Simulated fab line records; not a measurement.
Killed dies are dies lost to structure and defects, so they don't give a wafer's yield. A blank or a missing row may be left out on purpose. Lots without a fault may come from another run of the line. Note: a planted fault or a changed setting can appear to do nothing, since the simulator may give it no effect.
A lot that was struck, set against a sound lot	flow rit_cmos	18 steps out of a route of 202
Sound: wafers L760.1, L760.3, L760.4. Struck: wafers L753.1, L753.2, L753.5. At the end, the cause is stated.
For every step that has rows: the tool of each side, followed by ch and its chambers, followed by its first start. Under that, the readings that differ: sound wafers	struck wafers	difference of the means	sigmas: that difference in standard deviations of wafers without a fault.
alike: readings with means less than 2 such deviations apart, plus words and numbers identical on both sides. not compared: withheld readings, readings lacking a value on some wafer, bounds such as >300 that could conceal the same value, and numbers that have no deviation in the record and whose values overlap.
Wherever a step has rows on one side only, a row that says differs or no value, or a row with sigmas, the two part there. Non-overlapping numbers with no deviation appear without sigmas and do not part them. A reading missing from all wafers of one side parts the sides only when that side holds two or more wafers.

first, 1 step without rows for these wafers: RIT_PWELL_DEVELOP_05 (develop time 68 s).
RIT_PWELL_OVL_MEAS_06:
  sound on overlay-01, day 4 21:28; struck on overlay-01, day 3 10:06
  alike: PWELL_OVL
then, 2 steps without rows for these wafers: RIT_PWELL_HARDBAKE_07 (time 120 s); RIT_PWELL_IMPLANT_08.
RIT_PWELL_STRIP_09: strips in O2, time 180 s.
  sound on plasma_asher-04 ch 0,1, day 4 21:54; struck on plasma_asher-02 ch 0,1, day 3 10:32
  alike: drypump_motor_current_A
  not compared: rf_hours_counter_h
RIT_PWELL_TW_MEAS_10:
  sound on film_metro-03, day 4 22:05; struck on film_metro-04, day 3 10:43
reading	sound	struck	difference	sigmas
PWELL_TW	954 954 961	937 941 945	-15	-2
then, 1 step without rows for these wafers: RIT_WELLDRIVE_ANNEAL_00 (time 14700 s).
RIT_WELLDRIVE_RS_MEAS_01: a four-point-probe measurement.
  sound on film_metro-03, day 5 03:15; struck on film_metro-04, day 3 15:51
  alike: NWELL_RS
RIT_WELLDRIVE_RS_MEAS_02: a four-point-probe measurement.
  sound on film_metro-03, day 5 03:22; struck on film_metro-04, day 3 15:58
  alike: PWELL_RS
then, 3 steps without rows for these wafers: RIT_NRETRO_HMDS_00 (prime time 60 s); RIT_NRETRO_COAT_01 (resist thk 1300 nm); RIT_NRETRO_SOFTBAKE_02 (time 60 s).
RIT_NRETRO_EXPOSE_03: exposes mask M4, target cd 43900 nm.
  sound on iline_stepper-02 ch 0, day 5 03:56; struck on iline_stepper-01 ch 0, day 3 16:38
reading	sound	struck	difference	sigmas
model.NRETRO.overlay_x_nm (nm)	-0.2286 -0.2286 -0.2286	8203 8203 8203	+8203	
  alike: mask
then, 2 steps without rows for these wafers: RIT_NRETRO_PEB_04; RIT_NRETRO_DEVELOP_05 (develop time 68 s).
RIT_NRETRO_OVL_MEAS_06:
  sound on overlay-01, day 5 04:22; struck on overlay-02, day 3 17:04
reading	sound	struck	difference	sigmas
NRETRO_OVL (nm)	2.6 -1.0 0.8	- - -	no value on the struck wafers	
then, 1 step without rows for these wafers: RIT_NRETRO_HARDBAKE_07 (time 120 s).
RIT_M1_PROBE_99:
  sound on prober-01, day 6 08:22; struck on prober-02, day 4 21:53
reading	sound	struck	difference	sigmas
killed_at_M0_to_M3	0 0 0	1 1 1	+1	+5
killed_at_front_end	4 8 3	263 263 263	+258	+86
killed_dies	4 8 3	264 264 264	+259	+86
killed_on_rim	2 1 1	70 70 70	+69	+49
model.etest.pmos_0p3.r_on_ohm_um	6378 6394 6429	5020 5082 5034	-1355	
model.etest.pmos_turned.r_on_ohm_um	3505 3542 3625	2698 2690 2680	-868	
model.etest.pmos_0p15.r_on_ohm_um	2800 2824 2913	2281 2266 2259	-577	
model.etest.nmos_0p3.r_on_ohm_um	2123 2114 2174	1870 1844 1838	-286	
model.etest.nmos_turned.drive_ua_um	329.1 326.8 325.7	465.5 467.7 466.5	+139.4	
model.etest.nmos_0p15.r_on_ohm_um	1075 1124 1202	1037 978.9 997.9	-129	
model.etest.nmos_0p15.drive_ua_um	472 475.9 474.3	580.7 595.2 590.5	+114.7	
model.etest.pmos_0p15.drive_ua_um	246.2 249.3 247	352.5 354.6 352	+105.5	
  alike: killed_at_contacts, killed_open, killed_short

WHERE THEY PART
Last at RIT_M1_PROBE_99 as far as this record goes, first at RIT_PWELL_TW_MEAS_10.

WHY: what had been put in by the simulator
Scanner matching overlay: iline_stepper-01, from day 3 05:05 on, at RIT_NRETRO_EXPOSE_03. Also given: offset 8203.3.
